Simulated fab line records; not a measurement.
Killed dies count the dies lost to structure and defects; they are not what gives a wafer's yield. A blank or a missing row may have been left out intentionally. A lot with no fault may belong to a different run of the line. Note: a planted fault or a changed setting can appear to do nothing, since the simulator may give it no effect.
Which tool was responsible? | flow berkeley_cmos170 | 6 lots with 18 wafers sampled at 4 steps, on a route of 331 steps

== WHAT THE GAUGES READ, wafer by wafer ==
UCB170_SILICIDE_RS_MEAS_02: uses a four-point probe to measure.
lot  | measured     | on            | SILICIDE_TI_RS (ohm/sq)
L545 | day 6 15:22  | film_metro-01 | 26.7 26.5 26.7
L549 | day 7 22:08  | film_metro-01 | 26.0 26.2 26.2
L548 | day 7 23:02  | film_metro-02 | 25.7 25.7 25.8
L553 | day 8 07:46  | film_metro-02 | 26.7 26.3 26.4
L554 | day 9 03:28  | film_metro-02 | 28.4 28.4 28.0
L565 | day 10 17:17 | film_metro-01 | 26.3 25.8 25.8

== TOOL THAT RAN EACH LOT (tool first, then ch and the chambers of the sampled wafers, then the start) ==
lot  | UCB170_BACKSIDE_STRIP_03             | UCB170_SDANNEAL_RTA_00           | UCB170_SILICIDE_SPUTTER_01
L545 | plasma_asher-02 ch 0,1, day 6 14:22  | rtp_anneal-01 ch 0, day 6 14:40  | pvd_sputter-03, day 6 15:20
L549 | plasma_asher-04 ch 0,1, day 7 20:58  | rtp_anneal-02 ch 0, day 7 21:26  | pvd_sputter-03, day 7 22:06
L548 | plasma_asher-01 ch 0,1, day 7 21:48  | rtp_anneal-02 ch 0, day 7 22:19  | pvd_sputter-04, day 7 22:58
L553 | plasma_asher-04 ch 0,1, day 8 06:39  | rtp_anneal-01 ch 0, day 8 07:03  | pvd_sputter-01, day 8 07:43
L554 | plasma_asher-02 ch 0, day 9 02:28    | rtp_anneal-02 ch 0, day 9 02:45  | pvd_sputter-01, day 9 03:25
L565 | plasma_asher-04 ch 0,1, day 10 16:08 | rtp_anneal-02 ch 0, day 10 16:34 | pvd_sputter-03, day 10 17:14
- UCB170_BACKSIDE_STRIP_03: strips in O2.
- UCB170_SDANNEAL_RTA_00: time 10 s.
- UCB170_SILICIDE_SPUTTER_01: material Ti, target thk 30 nm, time 25 s.

== THE ANSWER, worked out from the rows above alone ==
Rule: the usual values come from the lots themselves. Put in order of their means at a reading, lots are off if they are a third of the lots or fewer, leave a main group of 4 or more, and stand apart from it by a gap of 3 or more times the standard deviation of the main group's means; of several such gaps the widest counts. If all means in a main group match to the digits the tables above print for the reading, that group is not used. A lot without any number at a reading at which 4 lots or more have one is off too. Where the step has rows for the other lots, those lots are counted as sound.
Off: L554, seen at UCB170_SILICIDE_RS_MEAS_02 (SILICIDE_TI_RS). The main group has a mean of 26.2 ohm/sq with a standard deviation of 0.33.
A tool fits if, at a process step before that reading, it ran every lot that is off, and no sound lot after the first of them. Gauges at UCB170_SILICIDE_RS_MEAS_02: tried the same way as those tools. Can't be told from this: 3 tools fit, plasma_asher-02 at UCB170_BACKSIDE_STRIP_03, pvd_sputter-01 at UCB170_SILICIDE_SPUTTER_01, film_metro-02 at UCB170_SILICIDE_RS_MEAS_02.

== WHAT THE SIMULATOR HAD PUT IN ==
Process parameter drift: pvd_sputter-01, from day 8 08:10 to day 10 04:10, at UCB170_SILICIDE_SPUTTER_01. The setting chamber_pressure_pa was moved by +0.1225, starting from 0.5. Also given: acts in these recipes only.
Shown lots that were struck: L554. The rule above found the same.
